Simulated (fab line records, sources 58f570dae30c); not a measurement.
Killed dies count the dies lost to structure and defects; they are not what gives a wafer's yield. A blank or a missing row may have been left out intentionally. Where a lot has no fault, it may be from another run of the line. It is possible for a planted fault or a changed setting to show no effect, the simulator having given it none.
2 desks looking at one fault ; flow berkeley cmos170 ; every desk sees just its own numbers, and what lay behind them comes last

FROM THE METROLOGY DESK
Means of the sampled wafers that have a number, per lot and without regard to the tool the lot ran on: this is what the gauges read. A lot is out of limits, marked OUT, if its mean lies more than 4 standard deviations from the usual mean; the brackets give that distance.
Columns: A = PVT_OVL at UCB170_PVT_OVL_MEAS_06, usual -3 nm; B = cd nm at UCB170_GATE_CD_MEAS_90, usual 350.3 nm; C = PLDD_OVL at UCB170_PLDD_OVL_MEAS_07, usual 0 nm; D = cd nm at UCB170_M1_CD_MEAS_09, usual 700.6 nm
lot;first seen here;A;B;C;D
L982;day 6 15:35;2;351.4;-2;699.8
L983;day 7 09:31;-6;349.5;-3;699.2
L984;day 7 09:47;-3;350.7;0;700.5
L986;day 7 23:34;4;354.0;2;700.9
L985;day 8 00:08;-5;347.3;5;699.4
L988;day 8 05:16;-9;351.4;7;697.8
L989;day 8 05:32;2;349.1;-8;703.4
L993;day 9 10:52;-2;349.8;-1;700.1
L992;day 9 11:09;1;350.5;7;699.5
L995;day 10 05:59;4;350.5;-3;676.0 (-15) OUT
L997;day 10 11:40;-1;350.3;-7;678.1 (-14) OUT
L100;day 10 12:13;-9;350.5;-1;697.6
L102;day 10 19:05;0;350.4;3;701.2
L104;day 11 17:27;-3;350.1;5;701.2
This desk's verdict: out of limits on L995, L997, starting with L997 at day 11 23:20 (cd nm at UCB170_M1_CD_MEAS_09). In limits: L982, L983, L984, L986, L985, L988, L989, L993, L992, L100, L102, L104.

TOOL OWNER'S DESK, litho track-03
The tool's own readings at UCB170_M1_COAT_04 (resist thk 900 nm): means of the sampled wafers that have a number, for each lot that ran on this tool. A lot is out of limits, marked OUT, if its mean lies more than 4 standard deviations from the usual mean; the brackets give that distance.
Columns: A = chill plate temp C at UCB170_M1_COAT_04, usual 23.00 C
lot;first seen here;A
L984;day 9 03:00;22.82
L986;day 9 17:00;23.12
L997;day 11 22:00;23.07
L995;day 12 00:00;22.84
Result from this desk: across the 4 lots, nothing is out of limits.

BROUGHT TOGETHER
Metrology desk: alarm possible at day 11 23:20 on L995, L997.
The tool owner's desk saw nothing out of limits.
Tool owner's desk: L995, L997 on record, inside its limits.
On litho track-03, each named lot ran UCB170_M1_COAT_04.

WHAT THE SIMULATOR HAD PUT IN
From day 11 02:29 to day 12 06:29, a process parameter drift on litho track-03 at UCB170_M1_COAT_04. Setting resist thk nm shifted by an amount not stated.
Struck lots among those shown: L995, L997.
Time in hours between the start of the fault and the first out-of-limits reading at each desk: metrology desk, 21.
